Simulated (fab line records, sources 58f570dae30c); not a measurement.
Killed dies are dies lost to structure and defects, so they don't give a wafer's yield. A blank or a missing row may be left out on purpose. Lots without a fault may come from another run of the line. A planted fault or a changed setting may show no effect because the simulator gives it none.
One fault seen from 2 desks | flow berkeley_cmos170 | each desk has only its own numbers; what lay behind them comes last

THE METROLOGY DESK
What the gauges read, lot by lot, whatever tool the lot ran on: means of the sampled wafers that have a number. A lot is out of limits, marked OUT, if its mean lies more than 4 standard deviations from the usual mean; the brackets give that distance.
Columns: A = PSD_TW at UCB170_PSD_TW_MEAS_10, usual 2317; B = cd_nm at UCB170_CONTACT_CD_MEAS_15, usual 700.3 nm
lot  | first seen here | A    | B
L847 | day 6 15:49     | 2326 | 699.2
L846 | day 6 15:56     | 2301 | 700.5
L848 | day 6 16:06     | 2337 | 700.4
L849 | day 7 04:26     | 2309 | 700.9
L850 | day 7 04:43     | 2338 | 700.2
L851 | day 7 12:58     | 2320 | 699.5
L852 | day 7 22:26     | 2307 | 701.4
L853 | day 8 09:37     | 2320 | 700.2
L855 | day 8 09:46     | 2283 | 700.4
L854 | day 8 09:49     | 2336 | 698.0
L862 | day 9 15:36     | 2327 | 701.3
L865 | day 10 01:57    | 2295 | 700.8
L868 | day 11 01:59    | 2292 | 701.1
L869 | day 11 02:07    | 2328 | 700.1
L867 | day 11 02:16    | 2331 | 700.3
This desk's finding: nothing out of limits on any of the 15 lots.

THE TOOL OWNER'S DESK: implanter-02
The tool's own readings at UCB170_PLDD_IMPLANT_09: means of the sampled wafers that have a number, for each lot that ran on this tool. A lot is out of limits, marked OUT, if its mean lies more than 4 standard deviations from the usual mean; the brackets give that distance.
Columns: A = beam_energy_keV at UCB170_PLDD_IMPLANT_09, usual 10.000; B = faraday_current_uA at UCB170_PLDD_IMPLANT_09, usual 159; C = tilt_deg at UCB170_PLDD_IMPLANT_09, usual 6.996 degrees
lot  | first seen here | A                | B   | C
L847 | day 6 07:36     | 9.993            | 161 | 6.977
L848 | day 6 08:14     | 10.001           | 155 | 7.009
L850 | day 6 22:02     | 10.000           | 160 | 6.993
L851 | day 7 04:32     | 9.997            | 160 | 6.978
L852 | day 7 13:17     | 10.221 (+63) OUT | 158 | 6.996
L853 | day 8 00:16     | 10.216 (+62) OUT | 160 | 6.998
L854 | day 8 00:40     | 10.226 (+65) OUT | 156 | 7.006
L869 | day 10 15:55    | 9.999            | 159 | 7.018
L868 | day 10 16:23    | 9.999            | 155 | 6.979
This desk's finding: out of limits on L852, L853, L854; first on L852, day 7 13:17 (beam_energy_keV at UCB170_PLDD_IMPLANT_09). In limits: L847, L848, L850, L851, L869, L868.

PUT TOGETHER
The tool owner's desk could have raised an alarm at day 7 13:17, on L852, L853, L854.
The metrology desk saw nothing out of limits.
The metrology desk has L852, L853, L854 on record, within its limits.
Of the lots named, all ran UCB170_PLDD_IMPLANT_09 on implanter-02.

WHAT THE SIMULATOR HAD PUT IN
Process parameter drift: implanter-02, from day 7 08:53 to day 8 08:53, at UCB170_PLDD_IMPLANT_09. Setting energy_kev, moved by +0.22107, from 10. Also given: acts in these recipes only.
Lots struck among those shown: L852, L853, L854.
Hours from the fault's start to each desk's first reading out of limits: the tool owner's desk, 4.
